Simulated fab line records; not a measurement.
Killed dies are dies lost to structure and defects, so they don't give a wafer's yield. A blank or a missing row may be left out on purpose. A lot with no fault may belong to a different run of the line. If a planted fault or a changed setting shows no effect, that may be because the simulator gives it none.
The tool behind it: which one? ; flow berkeleyCmos170 ; Sampling: 14 lots, 42 wafers, 3 of 331 route steps

WHAT THE GAUGES SHOWED, per wafer
UCB170_M2_CD_MEAS_90: the cd target is 700 nm. Usual: cdNm reads 703 nm (standard deviation 5.3).
lot;measured;on;cdNm (nm);flag
L196;day 9 11:07;cdSem-02;691 701 691;
L199;day 9 19:13;cdSem-02;698 698 699;
L198;day 9 19:27;cdSem-01;694 693 706;
L201;day 9 21:53;cdSem-01;706 708 699;
L200;day 9 21:59;cdSem-02;696 706 707;
L202;day 10 05:38;cdSem-02;712 702 703;
L205;day 10 19:01;cdSem-01;707 700 705;
L204;day 10 20:23;cdSem-01;706 704 696;
L211;day 11 10:50;cdSem-01;710 710 712;
L209;day 11 12:29;cdSem-01;697 698 702;
L214;day 12 11:11;cdSem-02;684 680 677;OFF
L215;day 13 01:55;cdSem-01;681 686 678;OFF
L216;day 13 05:49;cdSem-01;707 701 701;
L217;day 13 13:56;cdSem-01;706 699 705;

WHAT TOOL EACH LOT RAN ON (gives the tool, then ch and the chambers of the sampled wafers, and finally the start)
lot;UCB170_M2_METAL_ETCH_18;UCB170_M2_STRIP_19
L196;rieMetal-04 ch 0,1, day 9 10:51;plasmaAsher-01 ch 0,1, day 9 11:01
L199;rieMetal-01 ch 0, day 9 18:56;plasmaAsher-01 ch 0,1, day 9 19:07
L198;rieMetal-04 ch 0,1, day 9 19:10;plasmaAsher-04 ch 0,1, day 9 19:21
L201;rieMetal-01 ch 0,1, day 9 21:35;plasmaAsher-03 ch 0,1, day 9 21:46
L200;rieMetal-04 ch 0,1, day 9 21:42;plasmaAsher-01 ch 0,1, day 9 21:53
L202;rieMetal-01 ch 0,1, day 10 05:19;plasmaAsher-03 ch 1, day 10 05:31
L205;rieMetal-04 ch 0,1, day 10 18:43;plasmaAsher-03 ch 0, day 10 18:54
L204;rieMetal-01 ch 0,1, day 10 20:05;plasmaAsher-01 ch 0,1, day 10 20:17
L211;rieMetal-01 ch 1, day 11 10:22;plasmaAsher-04 ch 0,1, day 11 10:44
L209;rieMetal-04 ch 0,1, day 11 12:10;plasmaAsher-04 ch 0,1, day 11 12:22
L214;rieMetal-01 ch 0,1, day 12 10:54;plasmaAsher-01 ch 0,1, day 12 11:05
L215;rieMetal-01 ch 0,1, day 13 01:34;plasmaAsher-01 ch 0,1, day 13 01:49
L216;rieMetal-04 ch 0,1, day 13 05:32;plasmaAsher-04 ch 0,1, day 13 05:43
L217;rieMetal-03 ch 0,1, day 13 13:39;plasmaAsher-03 ch 0,1, day 13 13:50
- UCB170_M2_METAL_ETCH_18: etches Al in Cl2/BCl3, stops on SiO2, target depth 1170 nm, time 195 s.
- UCB170_M2_STRIP_19: strips in O2.

AS READ BY THE TOOLS THEMSELVES (means over the sampled wafers that have a number; for cases with no such wafer, the mark the record gives instead)
UCB170_M2_METAL_ETCH_18. Usual: drypumpMotorCurrentA 5.8 A, standard deviation 0.39; oesProductAu 0.851 a.u., standard deviation 0.017; rfFwdPowerW 597.7 W, standard deviation 1.7; throttleValvePct 24.3 %, standard deviation 0.32.
lot;tool;drypumpMotorCurrentA (A);oesProductAu (a.u.);rfFwdPowerW (W);throttleValvePct (%);flag
L196;rieMetal-04;5.7;0.836;597.3;24.0;
L199;rieMetal-01;5.7;0.859;599.1;24.6;
L198;rieMetal-04;5.7;0.834;596.6;24.0;
L201;rieMetal-01;5.9;0.834;598.1;24.2;
L200;rieMetal-04;5.8;0.849;597.5;24.0;
L202;rieMetal-01;5.8;0.856;596.8;24.5;
L205;rieMetal-04;5.8;0.843;597.2;24.0;
L204;rieMetal-01;5.9;0.844;596.9;24.2;
L211;rieMetal-01;6.0;0.845;598.9;24.0;
L209;rieMetal-04;5.7;0.833;597.9;24.0;
L214;rieMetal-01;5.8;0.843;597.0;24.5;
L215;rieMetal-01;5.8;0.845;600.1;24.5;
L216;rieMetal-04;5.7;0.847;597.7;24.0;
L217;rieMetal-03;6.2;0.871;597.2;24.6;

UCB170_M2_STRIP_19. Usual: drypumpMotorCurrentA 5.81 A, standard deviation 0.26; o2FlowSccm 400.1 sccm, standard deviation 1.2; oesProductAu 0.543 a.u., standard deviation 0.015.
lot;tool;drypumpMotorCurrentA (A);o2FlowSccm (sccm);oesProductAu (a.u.);flag
L196;plasmaAsher-01;5.82;400.0;0.520;
L199;plasmaAsher-01;5.68;399.9;0.535;
L198;plasmaAsher-04;6.06;399.8;0.521;
L201;plasmaAsher-03;5.65;401.5;0.537;
L200;plasmaAsher-01;5.83;399.8;0.522;
L202;plasmaAsher-03;5.55;402.8;0.547;
L205;plasmaAsher-03;5.78;399.9;0.523;
L204;plasmaAsher-01;5.68;400.1;0.538;
L211;plasmaAsher-04;6.18;399.3;0.545;
L209;plasmaAsher-04;6.05;399.5;0.533;
L214;plasmaAsher-01;5.67;399.1;0.316;OFF
L215;plasmaAsher-01;5.67;399.5;0.318;OFF
L216;plasmaAsher-04;6.09;400.6;0.549;
L217;plasmaAsher-03;5.71;401.2;0.558;

THE ANSWER, worked out from the rows above alone
Rule: take the mean of a lot's wafers that have a number; if it is more than 3 standard deviations from the usual mean, the lot is off. Also off: a lot with no number at a reading for which 4 or more lots have one. The other lots that the step has rows for count as sound. After the gauges, taken in route order, come the tools' own readings; for these a lot's mean is taken, as printed above. At the first step where some lot is off, the reading lying furthest off is the one used; lots without a number count as furthest.
Off: L214, L215, at UCB170_M2_CD_MEAS_90 (cdNm).
If a tool, at a process step before that reading, ran all the lots that are off and no sound lot after the first of them, it fits. Not tried: the gauges at UCB170_M2_CD_MEAS_90; whatever is off there is also off at UCB170_M2_STRIP_19, on other tools, and gauge error can't account for it. Undecided on this evidence; 2 tools fit (rieMetal-01 at UCB170_M2_METAL_ETCH_18, plasmaAsher-01 at UCB170_M2_STRIP_19).

WHAT THE SIMULATOR PUT IN
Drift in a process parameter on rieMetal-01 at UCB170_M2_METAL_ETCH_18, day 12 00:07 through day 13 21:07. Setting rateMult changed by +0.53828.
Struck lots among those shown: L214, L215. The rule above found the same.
